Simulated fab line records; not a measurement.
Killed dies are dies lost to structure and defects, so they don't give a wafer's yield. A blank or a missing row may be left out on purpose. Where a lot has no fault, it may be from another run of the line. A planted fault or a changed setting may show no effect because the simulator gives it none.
Problem report in the 8D (eight disciplines) form, filled by code	flow rit_cmos	the parts of the form that need people (team, actions taken, sign-off) are left out

1. PROBLEM STATEMENT
GATE_POLY_THK at RIT_GATE_THK_MEAS_09 reads a mean of 233.4 nm on 6 wafers of 2 lots; wafers without a fault read 250.6 nm with a standard deviation of 1.9. That is -9.1 standard deviations from the usual mean.
First seen on wafer L991.3, day 4 17:51, on film_metro-01. Wafers with a number at this step in the record: 36, from 12 lots. Rule for "out", or "out of limits": more than 4 standard deviations from the usual mean. The rest of the wafers with a number are treated as sound.

2. WHAT IT IS; WHAT IT IS NOT
question	is	is not
which readings at this step	GATE_POLY_THK	-
which lots	L991, L993	L103, L104, L981, L982, L983, L984, L985, L986, L987, L999
which wafers of those lots	all that have a number	-
read on which gauges	film_metro-01	film_metro-03, film_metro-04
when	from day 4 17:51	up to then (21 sound wafers); but 9 sound wafers of L103, L104, L999 came after

3. THE SUSPECTS, EACH WITH WHAT RULES IT OUT
Counting: a tool stays on the suspect list if, at a process step up to the reading, it processed all lots that are out and no sound lot following the first of them.
- the gauge at RIT_GATE_THK_MEAS_09: kept. All the wafers that are out were read on film_metro-01, and no step on other tools shows them out.
- lpcvd-02 at RIT_GATE_CVD_08 (deposits poly-Si from SiH4, target thk 250 nm, time 2220 s): ruled out as a lasting fault. Following L991 (day 4 16:13), the first lot on it that is out, the sound lots L103, L104 were run on it.
The count leaves film_metro-01 at RIT_GATE_THK_MEAS_09.

4. THE CAUSE (what the simulator had put in)
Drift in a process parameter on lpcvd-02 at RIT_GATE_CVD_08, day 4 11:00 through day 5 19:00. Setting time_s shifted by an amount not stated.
The count ruled it out by mistake, since the rule takes a fault to strike every lot its tool runs from the start of the fault on, and this one did not do so.

5. THE EFFECT CHAIN, in route order
Each row: a reading where the mean over the struck wafers with a number is more than 3 standard deviations away from the usual. Scope: only readings with a usual standard deviation given in the record; hours: median across lots of the time from each lot's start at the first step in this table that gives one to its start at this step; sigmas: change in usual standard deviations.
hours	step	reading	usual	on struck wafers	change	sigmas
0	RIT_GATE_THK_MEAS_09	GATE_POLY_THK	250.6 nm	233.4	-17.2	-9.1

6. WHAT WOULD HAVE CAUGHT IT SOONER
In this record the first reading out of limits at a measuring or inspecting step was taken at day 4 17:51, 7 hours after the fault began at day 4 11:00.
No tool reading at RIT_GATE_CVD_08 that has a usual standard deviation in the record was out on any struck wafer, so an alarm limit of 4 standard deviations on those readings would not have fired.
